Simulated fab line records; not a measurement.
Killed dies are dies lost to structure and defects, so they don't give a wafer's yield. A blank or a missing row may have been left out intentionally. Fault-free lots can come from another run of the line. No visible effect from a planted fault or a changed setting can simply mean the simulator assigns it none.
A lot that was struck, set against a sound lot | flow berkeleyCmos170 | 17 steps out of a route of 331
Sound: the wafers L141.1, L141.2, L141.3. Wafers L153.1, L153.5, L153.6 were the ones struck. Last of all comes the cause.
Each step with rows lists, per side, the tool, then ch with its chambers, then its first start. Under that, the readings that differ: sound wafers | struck wafers | difference of the means | sigmas: that difference in standard deviations of wafers without a fault.
alike: same words and numbers on both sides, and readings whose means sit less than 2 such deviations apart. not compared: any withheld reading, any reading some wafer has no value for, any bound like >300 that may hide the same value, and any number with overlapping values for which the record gives no deviation.
The two part at a step that has a row with sigmas, a row that says differs or no value, or rows on one side only. Non-overlapping numbers with no deviation appear without sigmas and do not part them. Lack of a reading on every wafer of one side parts them only where that side has two or more wafers.

UCB170_SACOX_THK_MEAS_02:
  struck on filmMetro-01, day 9 00:02; sound on filmMetro-03, day 6 09:46
reading              | sound             | struck            | difference | sigmas
SACOX_OXIDE_THK (nm) | 14.56 14.69 14.75 | 14.09 14.02 14.12 | -0.59      | -2
then, 2 steps without rows for these wafers: UCB170_SCREENOX_WET_ETCH_00 (etches SiO2 in dHF, time 200 s); UCB170_SCREENOX_OXIDATION_01 (target thk 14.4 nm, ox time 2400 s).
UCB170_SCREENOX_THK_MEAS_02:
  struck on filmMetro-01, day 9 04:16; sound on filmMetro-01, day 6 14:26
  alike: SCREENOX_OXIDE_THK
then, 7 steps without rows for these wafers: UCB170_SCREENOX_ANNEAL_03 (time 900 s); UCB170_NVT_HMDS_00 (prime time 60 s); UCB170_NVT_COAT_01 (resist thk 900 nm); UCB170_NVT_SOFTBAKE_02 (time 60 s); UCB170_NVT_EXPOSE_03 (exposes mask PWELL, target cd 3000 nm); UCB170_NVT_PEB_04; UCB170_NVT_DEVELOP_05 (develop time 45 s).
UCB170_NVT_OVL_MEAS_06:
  struck on overlay-01, day 9 11:41; sound on overlay-01, day 6 20:02
  alike: NVT_OVL
UCB170_NVT_IMPLANT_07:
  sound on implanter-02 ch 0, day 6 20:05; struck on implanter-02 ch 0, day 9 12:02
  alike: beamOnS
UCB170_NVT_STRIP_08: strips in O2.
  sound on plasmaAsher-04 ch 0,1, day 6 20:14; struck on plasmaAsher-02 ch 0,1, day 9 12:11
  alike: drypumpMotorCurrentA, oesProductAu, stripTimeToEndpointS
  not compared: rfHoursCounterH
UCB170_NVT_TW_MEAS_09:
  struck on filmMetro-03, day 9 12:17; sound on filmMetro-03, day 6 20:20
reading | sound       | struck      | difference | sigmas
NVT_TW  | 536 537 537 | 665 662 662 | +126       | +20
then, 2 steps without rows for these wafers: UCB170_NVT_CLEAN_10 (cleans in SPM, time 600 s); UCB170_M3_PROBE_99.

== WHERE THEY PART ==
Last at UCB170_NVT_TW_MEAS_09 as far as this record goes, first at UCB170_SACOX_THK_MEAS_02.

WHY: what had been put in by the simulator
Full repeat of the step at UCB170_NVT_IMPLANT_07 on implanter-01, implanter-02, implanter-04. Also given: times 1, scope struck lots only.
